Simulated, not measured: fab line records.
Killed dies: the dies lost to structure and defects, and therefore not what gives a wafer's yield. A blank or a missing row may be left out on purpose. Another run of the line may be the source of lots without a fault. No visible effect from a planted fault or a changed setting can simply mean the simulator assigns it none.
The same fault as seen by 2 desks / flow berkeley-cmos170 / every desk sees just its own numbers, and what lay behind them comes last

TOOL OWNER'S DESK, litho-track-02
The tool's own readings at UCB170_M3_PEB_13, given as means over the sampled wafers that have a number, one for each lot that went through this tool. A lot is out of limits, marked OUT, if its mean lies more than 4 standard deviations from the usual mean; the brackets give that distance.
Columns: A = exhaust-pa at UCB170_M3_PEB_13, usual 44.9 Pa; B = heater-power-total-W at UCB170_M3_PEB_13, usual 56.81 W; C = plate-temp-C at UCB170_M3_PEB_13, usual 130.03 C; D = resist-line-temp-C at UCB170_M3_PEB_13, usual 23.00 C
lot=L796; first seen here=day 8 07:00; A=45.3; B=56.79; C=129.92; D=22.97
lot=L797; first seen here=day 8 15:45; A=44.4; B=56.80; C=129.91; D=22.97
lot=L799; first seen here=day 9 08:25; A=46.4; B=56.83; C=129.93; D=23.11
lot=L803; first seen here=day 9 14:02; A=44.8; B=56.39 (-9.5) OUT; C=129.46; D=23.04
lot=L800; first seen here=day 9 14:52; A=45.3; B=56.39 (-9.5) OUT; C=129.31 (-4.8) OUT; D=23.04
This desk's verdict: out of limits on L800, L803, starting with L803 at day 9 14:02 (heater-power-total-W at UCB170_M3_PEB_13). L796, L797, L799 stayed within limits.

AT THE METROLOGY DESK
Means of the sampled wafers that have a number, per lot and without regard to the tool the lot ran on: this is what the gauges read. A lot is out of limits, marked OUT, if its mean lies more than 4 standard deviations from the usual mean; the brackets give that distance.
Columns: A = cd-nm at UCB170_M3_CD_MEAS_15, usual 700.1 nm
lot=L796; first seen here=day 8 08:08; A=699.5
lot=L797; first seen here=day 8 16:16; A=701.8
lot=L798; first seen here=day 9 08:02; A=700.5
lot=L799; first seen here=day 9 08:41; A=700.3
lot=L803; first seen here=day 9 14:18; A=706.3 (+4.5) OUT
lot=L800; first seen here=day 9 15:08; A=705.9 (+4.1) OUT
lot=L806; first seen here=day 10 02:19; A=700.9
lot=L807; first seen here=day 10 05:48; A=700.7
lot=L808; first seen here=day 10 16:19; A=701.6
lot=L812; first seen here=day 10 20:14; A=702.0
lot=L810; first seen here=day 10 20:28; A=699.3
lot=L811; first seen here=day 10 21:10; A=699.7
lot=L813; first seen here=day 11 11:31; A=702.2
lot=L816; first seen here=day 11 23:32; A=699.5
This desk's verdict: out of limits on L800, L803, starting with L803 at day 9 14:18 (cd-nm at UCB170_M3_CD_MEAS_15). L796, L797, L798, L799, L806, L807, L808, L812, L810, L811, L813, L816 stayed within limits.

PUT TOGETHER
At day 9 14:02, on L800, L803, the tool owner's desk was in a position to raise an alarm.
Metrology desk: alarm possible at day 9 14:18 on L800, L803.
The lots listed all ran UCB170_M3_PEB_13 on litho-track-02.

WHAT THE SIMULATOR HAD INSERTED
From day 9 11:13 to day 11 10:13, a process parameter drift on litho-track-02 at UCB170_M3_PEB_13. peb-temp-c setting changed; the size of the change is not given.
Lots struck among those shown: L800, L803.
Counting hours from when the fault started, the first reading out of limits came at 3 for the tool owner's desk and at 3 for the metrology desk.
